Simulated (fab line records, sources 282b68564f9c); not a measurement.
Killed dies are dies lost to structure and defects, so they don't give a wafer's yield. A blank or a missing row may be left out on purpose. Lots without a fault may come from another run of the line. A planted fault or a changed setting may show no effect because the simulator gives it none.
A struck lot beside a sound one | flow rit_cmos | 16 steps out of a route of 202
Sound: wafers L555.1, L555.2, L555.5. Struck: wafers L560.3, L560.4, L560.6. The cause comes at the end.
At each step with rows: each side's tool, then ch and its chambers, then its first start. Under that, the readings that differ: sound wafers | struck wafers | difference of the means | sigmas: that difference in standard deviations of wafers without a fault.
alike: readings whose means differ by less than 2 such deviations, and words and numbers that are the same on both sides. not compared: withheld readings, readings that some wafer has no value for, bounds like >300 that may hide the same value, and numbers for which the record gives no deviation and whose values overlap.
The two part at a step that has a row with sigmas, a row that says differs or no value, or rows on one side only. Numbers that don't overlap but have no deviation are shown without sigmas and don't part them. A reading that every wafer of one side lacks parts them only if that side has two wafers or more.

RIT_NWELL_TW_MEAS_10:
  sound on film_metro-04, day 2 22:45; struck on film_metro-04, day 4 00:06
  alike: NWELL_TW
then, 6 steps without rows for these wafers: RIT_PWELL_HMDS_00 (prime time 60 s); RIT_PWELL_COAT_01 (resist thk 1300 nm); RIT_PWELL_SOFTBAKE_02 (time 60 s); RIT_PWELL_EXPOSE_03 (exposes mask M3, target cd 43700 nm); RIT_PWELL_PEB_04; RIT_PWELL_DEVELOP_05 (develop time 68 s).
RIT_PWELL_OVL_MEAS_06:
  sound on overlay-01, day 2 23:41; struck on overlay-01, day 4 01:09
  alike: PWELL_OVL
then, 2 steps without rows for these wafers: RIT_PWELL_HARDBAKE_07 (time 120 s); RIT_PWELL_IMPLANT_08.
RIT_PWELL_STRIP_09: strips in O2, time 180 s.
  sound on plasma_asher-02 ch 0,1, day 3 00:08; struck on plasma_asher-03 ch 0,1, day 4 01:38
  alike: drypump_motor_current_A
  not compared: rf_hours_counter_h
RIT_PWELL_TW_MEAS_10:
  sound on film_metro-02, day 3 00:18; struck on film_metro-01, day 4 01:46
  reading  | sound       | struck      | difference | sigmas
  PWELL_TW | 967 970 966 | 950 952 951 | -17        | -2
RIT_WELLDRIVE_ANNEAL_00: time 14700 s.
  sound on furnace-01 ch 0, day 3 00:22; struck on furnace-04 ch 0, day 4 03:34
  reading          | sound             | struck            | difference | sigmas
  run_length_s (s) | 18266 18266 18266 | 15324 15324 15324 | -2942      | -99 or more
RIT_WELLDRIVE_RS_MEAS_01: measures by four-point-probe.
  sound on film_metro-01, day 3 05:27; struck on film_metro-04, day 4 08:42
  reading           | sound             | struck            | difference | sigmas
  NWELL_RS (ohm/sq) | 276.0 276.1 276.3 | 286.0 286.6 286.8 | +10.3      | +12
RIT_WELLDRIVE_RS_MEAS_02: measures by four-point-probe.
  sound on film_metro-01, day 3 05:34; struck on film_metro-04, day 4 08:49
  reading           | sound             | struck            | difference | sigmas
  PWELL_RS (ohm/sq) | 427.7 427.7 428.1 | 439.9 440.1 438.2 | +11.6      | +8
then, 1 step without rows for these wafers: RIT_NRETRO_HMDS_00 (prime time 60 s).

WHERE THEY PART
First at RIT_PWELL_TW_MEAS_10; last, within this record, at RIT_WELLDRIVE_RS_MEAS_02.

WHY: what the simulator had put in
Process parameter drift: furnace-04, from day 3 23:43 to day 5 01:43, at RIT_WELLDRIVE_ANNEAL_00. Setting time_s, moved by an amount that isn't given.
